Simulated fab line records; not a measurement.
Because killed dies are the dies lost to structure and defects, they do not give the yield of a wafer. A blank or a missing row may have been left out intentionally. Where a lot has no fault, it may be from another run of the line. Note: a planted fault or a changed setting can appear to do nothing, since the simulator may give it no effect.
fab line records	flow berkeley_cmos170
[record] lots = 7	wafers = 21	last_day = 12
route steps=331 shown NWELL@21
lots that met no fault: taken from a fault-free run of the same line
start_h: hours from the record's first day to the start of the lot's first wafer shown	wait_h: hours since the lot's step before	" unchanged from the row above	L1.1+2: a row that stands for several wafers	- no value, or no start given	* or withheld: withheld	< > ~ a bound
route shown NAME@n: NAME is a module with steps in the file, n the number in the route of the first one	usual: mean and standard deviation over wafers with no fault	same: alike in all rows	chamber/n: place in a boat	sites: the reading at each site	_std_site: the standard deviation of these	_edge_site: mean of outer sites minus mean of inner sites	radius_mm: for every site, how far away it sits from the centre of the wafer	mask NAME#n: copy n	behind: the last tool/chamber to shape the wafer	hold: why the lot went on hold/how many hours it stayed there/how the hold came to an end	device: which transistor (n, p or np) failed to switch	end of line: at the end of the route, the tests of the same wafers	a step given without rows: its recipe and nothing more	killed: count of dies lost to structure and defects at first sort (not the wafer's yield)	map: per-die view of a wafer (x killed, . not killed, _ where there is no die)
set.NAME: setting as actually run; set.NAME@STEP: the setting as run at that earlier step	model.NAME: the simulator's own value behind a step, which no gauge read
lots at some steps of the route; a table a step, a row a wafer
services: a tool's chamber out of use, with start hour (start_h, from the record's first day; less than 0 if before it), hours out, and reason
[[steps]]
[step UCB170_NWELL_COAT_07]
[recipe] resist = KrF	spin_rpm = 1500	resist_thk_nm = 900
[step UCB170_NWELL_SOFTBAKE_08]
[recipe] resist = KrF	temp_c = 130	time_s = 60
[step UCB170_NWELL_EXPOSE_09]
[recipe] mask_id = NWELL	target_cd_nm = 3000	na = 0.5	sigma_outer = 0.6	source_shape = conventional	dose_mj = 25
[step UCB170_NWELL_PEB_10]
[recipe] peb_temp_c = 130	peb_time_s = withheld	resist = KrF
[step UCB170_NWELL_DEVELOP_11]
[recipe] developer = TMAH	develop_time_s = 45	resist = KrF	dev_temp_c = 21
[step UCB170_NWELL_OVL_MEAS_12]
[usual] NWELL_OVL = 2/4.8
lot.wafer	tool	chamber	start_h	wait_h	NWELL_OVL[nm]
L570.4	overlay-02	-	49.46	-	3
L570.5	"	-	"	"	6
L570.6	"	-	"	"	2
L572.1	overlay-02	-	56.48	-	6
L572.2	"	-	"	"	5
L572.4	"	-	"	"	0
L571.2	overlay-02	-	56.76	-	10
L571.3	"	-	"	"	14
L571.6	"	-	"	"	3
L573.2	overlay-02	-	66.25	-	7
L573.4	"	-	"	"	2
L573.5	"	-	"	"	-1
L576.1	overlay-01	-	79.44	-	-3
L576.2	"	-	"	"	9
L576.6	"	-	"	"	2
L580.1	overlay-02	-	102.12	-	-4
L580.3	"	-	"	"	7
L580.4	"	-	"	"	-3
L588.1	overlay-01	-	138.99	-	15
L588.2	"	-	"	"	3
L588.3	"	-	"	"	10
[step UCB170_NWELL_ETCH_13]
[recipe] chemistry = CH3F/Ar/O2	target = Si3N4	stop_on = SiO2	CH3F_flow_sccm = 20	Ar_flow_sccm = 50	O2_flow_sccm = 7	pressure_mtorr = 50	rf_w = 450	target_depth_a = 2464	over_etch_frac = 0.1	time_s = 154
[usual] CH3F_flow_sccm = 20.00/0.066	O2_flow_sccm = 7.000/0.02	drypump_motor_current_A = 5.8/0.43	oes_product_au = 0.942/0.015	throttle_valve_pct = 8.10/0.11
[same] time_s = 154
lot.wafer	tool	chamber	start_h	wait_h	CH3F_flow_sccm	O2_flow_sccm	drypump_motor_current_A	oes_product_au	rf_hours_counter_h	throttle_valve_pct
L570.4	rie_diel-02	1	49.53	0.1	20.06	7.005	5.1	0.952	-	8.05
L570.5	"	0	"	"	20.02	7.006	6.1	0.960	-	8.00
L570.6	"	3	"	"	19.92	6.968	6.2	0.961	-	8.13
L572.1	rie_diel-02	0	56.51	0.0	19.99	7.000	6.1	0.943	20	7.98
L572.2	"	1	"	"	19.95	7.011	5.1	0.953	95	8.05
L572.4	"	1	"	"	19.93	7.029	5.1	0.959	-	8.05
L571.2	rie_diel-04	3	56.79	0.0	19.96	6.954	5.5	0.949	1	7.94
L571.3	"	2	"	"	20.03	6.972	5.2	0.951	73	8.26
L571.6	"	2	"	"	20.03	6.987	5.2	0.944	-	8.25
L573.2	rie_diel-02	3	66.28	0.0	20.02	6.994	6.2	0.951	31	8.14
L573.4	"	1	"	"	19.97	7.007	5.1	0.952	95	8.03
L573.5	"	0	"	"	20.02	7.001	6.1	0.948	-	8.01
L576.1	rie_diel-02	3	79.47	0.0	20.02	7.017	6.2	0.960	32	8.13
L576.2	"	2	"	"	20.01	7.026	5.9	0.957	44	8.25
L576.6	"	3	"	"	19.96	6.951	6.2	0.955	-	8.15
L580.1	rie_diel-04	2	102.15	0.0	20.06	7.010	5.2	0.948	75	8.25
L580.3	"	1	"	"	19.90	7.026	6.0	0.937	47	8.12
L580.4	"	0	"	"	19.94	7.036	5.8	0.927	148	7.92
L588.1	rie_diel-02	0	139.03	0.0	19.99	6.991	6.1	0.951	23	7.99
L588.2	"	3	"	"	20.02	6.992	6.2	0.956	35	8.15
L588.3	"	2	"	"	20.11	6.977	5.9	0.950	46	8.26
[step UCB170_NWELL_IMPLANT_14]
[recipe] species = P	dose_cm2 = 1e+13	energy_kev = 151.8	tilt_deg = 7
[step UCB170_NWELL_STRIP_15]
[recipe] chemistry = O2	power_w = 400	pressure_mtorr = 3500	platen_temp_c = withheld	o2_flow_sccm = 400	overash_fraction = 0.5
[usual] drypump_motor_current_A = 5.9/0.56	oes_product_au = 0.722/0.0043	strip_time_to_endpoint_s = 18.03/0.078
[same] overash_fraction = 0.5
lot.wafer	tool	chamber	start_h	wait_h	drypump_motor_current_A	oes_product_au	rf_hours_counter_h	strip_time_to_endpoint_s
L570.4	plasma_asher-04	0	49.77	0.1	5.1	0.716	-	18.02
L570.5	"	1	"	"	5.5	0.723	-	17.96
L570.6	"	0	"	"	5.2	0.724	-	18.00
L572.1	plasma_asher-03	0	56.77	0.1	5.9	0.724	36	17.94
L572.2	"	1	"	"	5.4	0.720	36	17.96
L572.4	"	1	"	"	5.3	0.721	-	18.07
L571.2	plasma_asher-04	0	57.04	0.1	5.1	0.726	28	17.96
L571.3	"	1	"	"	5.5	0.721	-	17.98
L571.6	"	0	"	"	5.1	0.720	-	17.98
L573.2	plasma_asher-03	1	66.53	0.1	5.3	0.720	37	17.97
L573.4	"	1	"	"	5.4	0.726	-	18.03
L573.5	"	0	"	"	5.9	0.723	-	18.05
L576.1	plasma_asher-04	0	79.72	0.1	5.1	0.721	31	17.99
L576.2	"	1	"	"	5.5	0.720	31	18.09
L576.6	"	1	"	"	5.5	0.722	-	18.01
L580.1	plasma_asher-03	0	102.41	0.1	5.9	0.722	40	18.10
L580.3	"	1	"	"	5.3	0.721	-	18.02
L580.4	"	0	"	"	5.9	0.721	-	18.02
L588.1	plasma_asher-04	0	139.28	0.1	5.2	0.715	39	18.07
L588.2	"	1	"	"	5.5	0.725	39	17.90
L588.3	"	0	"	"	5.1	0.721	-	18.09
[step UCB170_NWELL_TW_MEAS_16]
[usual] NWELL_TW = 1255/10
lot.wafer	tool	chamber	start_h	wait_h	NWELL_TW
L570.4	film_metro-01	-	49.86	0.1	1267
L570.5	"	-	"	"	1269
L570.6	"	-	"	"	1267
L572.1	film_metro-01	-	56.87	0.1	1267
L572.2	"	-	"	"	1260
L572.4	"	-	"	"	1267
L571.2	film_metro-01	-	57.15	0.1	1267
L571.3	"	-	"	"	1267
L571.6	"	-	"	"	1266
L573.2	film_metro-03	-	66.64	0.1	1251
L573.4	"	-	"	"	1253
L573.5	"	-	"	"	1252
L576.1	film_metro-03	-	79.82	0.1	1260
L576.2	"	-	"	"	1259
L576.6	"	-	"	"	1256
L580.1	film_metro-04	-	102.51	0.1	1246
L580.3	"	-	"	"	1247
L580.4	"	-	"	"	1247
L588.1	film_metro-03	-	139.38	0.1	1257
L588.2	"	-	"	"	1261
L588.3	"	-	"	"	1257
[step UCB170_NWELL_CLEAN_17]
[recipe] chemistry = SPM	temp_c = 120	time_s = 600
[step UCB170_NWELL_WET_ETCH_18]
[recipe] chemistry = H3PO4	target = Si3N4	temp_c = 160	time_s = 14400
[step UCB170_NWELL_WET_ETCH_19]
[recipe] chemistry = BOE	dilution = 5:1	target = SiO2	temp_c = 25	time_s = 22
[usual] bath_heat_duty_pct = 6.8/1	run_length_s = 50.8/2.6	time_s = 22/0
lot.wafer	tool	chamber	start_h	wait_h	bath_heat_duty_pct	run_length_s	time_s
L570.4	wet_bench-04	3	54.46	0.4	6.6	53.8	22
L570.5	"	3	"	"	6.5	53.8	22
L570.6	"	3	"	"	7.0	53.8	22
L571.2	wet_bench-04	3	61.71	0.0	-	-	-
L571.3	"	3	"	"	-	-	-
L571.6	"	3	"	"	-	-	-
L572.1	wet_bench-04	2	61.71	0.0	-	-	-
L572.2	"	2	"	"	-	-	-
L572.4	"	2	"	"	-	-	-
L573.2	wet_bench-02	0	75.79	0.9	-	-	-
L573.4	"	0	"	"	-	-	-
L573.5	"	0	"	"	-	-	-
L576.1	wet_bench-04	1	84.86	0.0	6.1	48.2	22
L576.2	"	1	"	"	5.1	48.2	22
L576.6	"	1	"	"	6.0	48.2	22
L580.1	wet_bench-03	1	107.07	0.0	7.1	48.0	22
L580.3	"	1	"	"	5.6	48.0	22
L580.4	"	1	"	"	6.5	48.0	22
L588.1	wet_bench-03	1	144.52	0.5	8.0	48.6	22
L588.2	"	1	"	"	6.6	48.6	22
L588.3	"	1	"	"	6.3	48.6	22
[[services]]
tool	chamber	start_h	hours	kind
rie_diel-02	2	44.25	14.1	repair
rie_diel-04	0	50.41	1.8	repair
plasma_asher-03	-	59.33	2.8	pm
plasma_asher-03	-	73.84	14.6	pm
rie_diel-02	-	97.42	2.8	pm
rie_diel-02	2	107.35	3.8	repair
plasma_asher-03	-	108.75	9.0	pm
plasma_asher-03	0	108.75	9.0	vent_cycle
plasma_asher-03	1	108.75	9.0	vent_cycle
rie_diel-02	0	116.62	10.8	repair
plasma_asher-03	0	117.75	-	clean
plasma_asher-03	1	117.75	-	clean
[[key]]
[first_sign] step = UCB170_NWELL_WET_ETCH_19	reading = tool_record	direction = missing
effect none on later readings
met_at UCB170_NWELL_WET_ETCH_19
struck_wafers L571.2,L571.3,L571.6,L572.1,L572.2,L572.4,L573.2,L573.4,L573.5
later_rows_left_out L571.2,L571.3,L571.6,L572.1,L572.2,L572.4,L573.2,L573.4,L573.5
sort_left_out L571.2,L571.3,L571.6,L572.1,L572.2,L572.4,L573.2,L573.4,L573.5
tester_left_out L571,L572,L573
onset_between 54.46 61.71
[fault] kind = skipped_step_whole	tool = wet_bench-02,wet_bench-04	chamber = -	onset_h = 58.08	steps = UCB170_NWELL_WET_ETCH_19	scope = struck_lots_only
// tester_left_out: of these lots the tester's yield and bins aren't shown, on N5 and GAA mostly nor the transistor test; their killed dies are dies lost to structure and defects alone, not to doping, threshold or leakage, so they don't give the yield
// sort_left_out: the simulated sort isn't trusted on such a fault, so these wafers' sort isn't shown, and their yield isn't known
// later_rows_left_out: the simulator's readings of these wafers behind a module that went badly wrong aren't trusted and aren't shown, but for the sort
